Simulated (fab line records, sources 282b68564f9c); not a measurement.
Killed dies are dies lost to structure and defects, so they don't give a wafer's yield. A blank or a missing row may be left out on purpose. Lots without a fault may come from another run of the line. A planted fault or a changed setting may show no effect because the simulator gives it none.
Problem report in the 8D (eight disciplines) form, filled by code | flow rit_cmos | the parts of the form that need people (team, actions taken, sign-off) are left out

1. THE PROBLEM
NSD_TW at RIT_NSD_TW_MEAS_10 reads a mean of 2850 on 6 wafers of 2 lots; wafers without a fault read 3105 with a standard deviation of 18. That is -14 standard deviations from the usual mean.
First seen on wafer L968.4, day 7 18:04, on film_metro-01. The record holds 42 wafers of 14 lots with a number at this step. Rule for "out", or "out of limits": more than 4 standard deviations from the usual mean. The other wafers with a number count as sound.

2. WHAT IT IS AND WHAT IT IS NOT
question                    | is                           | is not
which readings at this step | NSD_TW                       | -
which lots                  | L968, L970                   | L949, L950, L951, L952, L953, L954, L955, L956, L961, L962, L963, L964
which wafers of those lots  | all that have a number       | -
read on which gauges        | film_metro-01, film_metro-04 | film_metro-02
when                        | from day 7 18:04             | up to then (36 sound wafers)

3. SUSPECTS, AND WHAT RULES EACH OUT
Counting: a tool at a process step up to the reading stays a suspect if it ran every lot that is out and no sound lot after the first of them.
- the gauge at RIT_NSD_TW_MEAS_10: ruled out. The wafers that are out were read on 2 gauges (film_metro-01, film_metro-04).
- implanter-01 at RIT_NSD_IMPLANT_08: kept. It ran every lot that is out, first L968 (day 7 17:47), and no sound lot after that; its last sound lot up to then is L963 (day 6 19:04). Its own readings are out on those wafers: dose_ions_cm2, faraday_current_uA.
Left after counting: implanter-01 at RIT_NSD_IMPLANT_08.

4. THE CAUSE (what the simulator had put in)
Process parameter drift: implanter-01, from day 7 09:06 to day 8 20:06, at RIT_NSD_IMPLANT_08. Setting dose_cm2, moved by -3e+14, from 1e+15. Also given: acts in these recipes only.
Counting left only this tool.

5. THE CHAIN OF EFFECTS, in route order
Each row: a reading whose mean over the struck wafers that have a number lies more than 3 standard deviations from the usual. Only readings for which the record gives a usual standard deviation are gone through. hours: the time from each lot's start at the first step in this table that gives one to its start at this step, as a median over the lots. sigmas: the change in usual standard deviations.
hours | step                    | reading            | usual        | on struck wafers | change | sigmas
0     | RIT_NSD_IMPLANT_08      | dose_ions_cm2      | 1e+15        | 7e+14            | -3e+14 | -99 or more
0     | RIT_NSD_IMPLANT_08      | faraday_current_uA | 3139         | 2212             | -927   | -15
0     | RIT_NSD_TW_MEAS_10      | NSD_TW             | 3105         | 2850             | -254   | -14
3     | RIT_SDANNEAL_RS_MEAS_05 | NSD_RS             | 84.58 ohm/sq | 112.98           | +28.40 | +95
The process steps in it:
- RIT_NSD_IMPLANT_08

6. WHAT WOULD HAVE CAUGHT IT SOONER
In this record the first reading out of limits at a measuring or inspecting step was taken at day 7 18:04, 9 hours after the fault began at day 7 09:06.
The tool's own readings at RIT_NSD_IMPLANT_08 were out on every struck wafer that the step has a row for (dose_ions_cm2, faraday_current_uA): an alarm limit on them would have fired on the first of those.
Of the lots that are out (2), L970 began RIT_NSD_IMPLANT_08 on implanter-01 after day 7 18:04. A hold on the tool at that time would have spared it.
